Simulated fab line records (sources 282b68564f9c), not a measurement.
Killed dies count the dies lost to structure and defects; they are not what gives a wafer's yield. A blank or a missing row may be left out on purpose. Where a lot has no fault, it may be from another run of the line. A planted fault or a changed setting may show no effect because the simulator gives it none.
Check of tool commonality    flow rit_cmos    42 wafers sampled across 14 lots

== WHY THIS WAS OPENED ==
2 of 14 lots carry a flag on the reading GATE_OXIDE_THK at RIT_GATE_THK_MEAS_07. No-fault wafers: 3.01 nm, standard deviation 0.067.
Rule: a lot is flagged when every wafer of it that has a number lies more than 4 standard deviations from that mean, or none has a number. The rest of the lots are taken to be sound.

lot   measured     on             GATE_OXIDE_THK (nm), wafer by wafer  flag
L505  day 2 20:31  film_metro-03  3.04 3.04 3.02                       
L506  day 3 00:13  film_metro-01  2.94 2.96 2.88                       
L507  day 3 03:01  film_metro-04  3.09 3.02 3.03                       
L509  day 3 11:53  film_metro-01  2.99 2.96 2.90                       
L510  day 3 17:02  film_metro-04  2.93 3.01 2.97                       
L511  day 3 20:39  film_metro-04  3.02 3.05 3.03                       
L513  day 4 06:23  film_metro-01  2.94 2.93 3.00                       
L516  day 4 22:01  film_metro-04  3.02 3.09 3.06                       
L521  day 5 22:24  film_metro-03  4.87 4.83 4.91                       FLAGGED
L522  day 6 03:20  film_metro-03  4.81 4.86 4.96                       FLAGGED
L523  day 6 08:24  film_metro-04  3.01 3.10 3.02                       
L524  day 6 13:35  film_metro-03  3.05 3.01 3.02                       
L526  day 6 23:38  film_metro-03  3.02 2.94 2.97                       
L527  day 7 04:47  film_metro-04  3.19 3.20 3.16                       
The numbers of the flagged lots are 4.87 nm on average: +1.86 nm against the usual, or +28 standard deviations.

== LOT BY LOT: THE TOOL USED ==
The record keeps 1 process step preceding the reading, out of 202 steps on the route. In each cell: the tool, then ch and the chambers that the sampled wafers went through, then the start.
lot   flag     RIT_GATE_OXIDATION_05
L505           furnace-01 ch 0, day 2 19:12
L506           furnace-02 ch 0, day 2 22:53
L507           furnace-01 ch 0, day 3 01:22
L509           furnace-02 ch 0, day 3 10:31
L510           furnace-02 ch 0, day 3 15:42
L511           furnace-04 ch 0, day 3 19:19
L513           furnace-02 ch 0, day 4 05:03
L516           furnace-01 ch 0, day 4 20:41
L521  FLAGGED  furnace-01 ch 0, day 5 21:03
L522  FLAGGED  furnace-01 ch 0, day 6 02:01
L523           furnace-04 ch 0, day 6 07:04
L524           furnace-04 ch 0, day 6 12:03
L526           furnace-04 ch 0, day 6 22:19
L527           furnace-04 ch 0, day 7 03:28
What is done by these steps:
- RIT_GATE_OXIDATION_05: target thk 3 nm, ox time 270 s.
- RIT_GATE_THK_MEAS_07

== FLAGGED AGAINST TOTAL, ONE TOOL AT A TIME (gauges that did the reading follow at the end) ==
step                   tool           lots run  flagged  share of the flagged lots  sound lots run after its first flagged lot
RIT_GATE_OXIDATION_05  furnace-01     5         2        all                        0
RIT_GATE_OXIDATION_05  furnace-02     4         0        none                       -
RIT_GATE_OXIDATION_05  furnace-04     5         0        none                       -
RIT_GATE_THK_MEAS_07   film_metro-01  3         0        none                       -
RIT_GATE_THK_MEAS_07   film_metro-03  5         2        all                        2 (L524,L526)
RIT_GATE_THK_MEAS_07   film_metro-04  6         0        none                       -

== THE TABLE: WHAT IT ALLOWS ==
Rows of the table that ran all the flagged lots, 2 in number: furnace-01 at RIT_GATE_OXIDATION_05; film_metro-03 at RIT_GATE_THK_MEAS_07.
- furnace-01 at RIT_GATE_OXIDATION_05 ran 5 lots, 2 of them flagged. Its last sound lot is L516 (day 4 20:41), its first flagged lot L521 (day 5 21:03): a fault that began between those two fits.
- film_metro-03 at RIT_GATE_THK_MEAS_07 ran 5 lots, 2 of them flagged. Lots that were sound ran on it after the first flagged one (L524, L526); a persistent fault on the entire tool would not allow that.
What remains is a single tool, furnace-01 at RIT_GATE_OXIDATION_05.

== WHAT THE SIMULATOR HAD PUT IN ==
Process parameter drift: furnace-01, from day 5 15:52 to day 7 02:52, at RIT_GATE_OXIDATION_05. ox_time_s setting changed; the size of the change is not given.
Lots struck among those shown: L521, L522. The rule above reached the same finding.
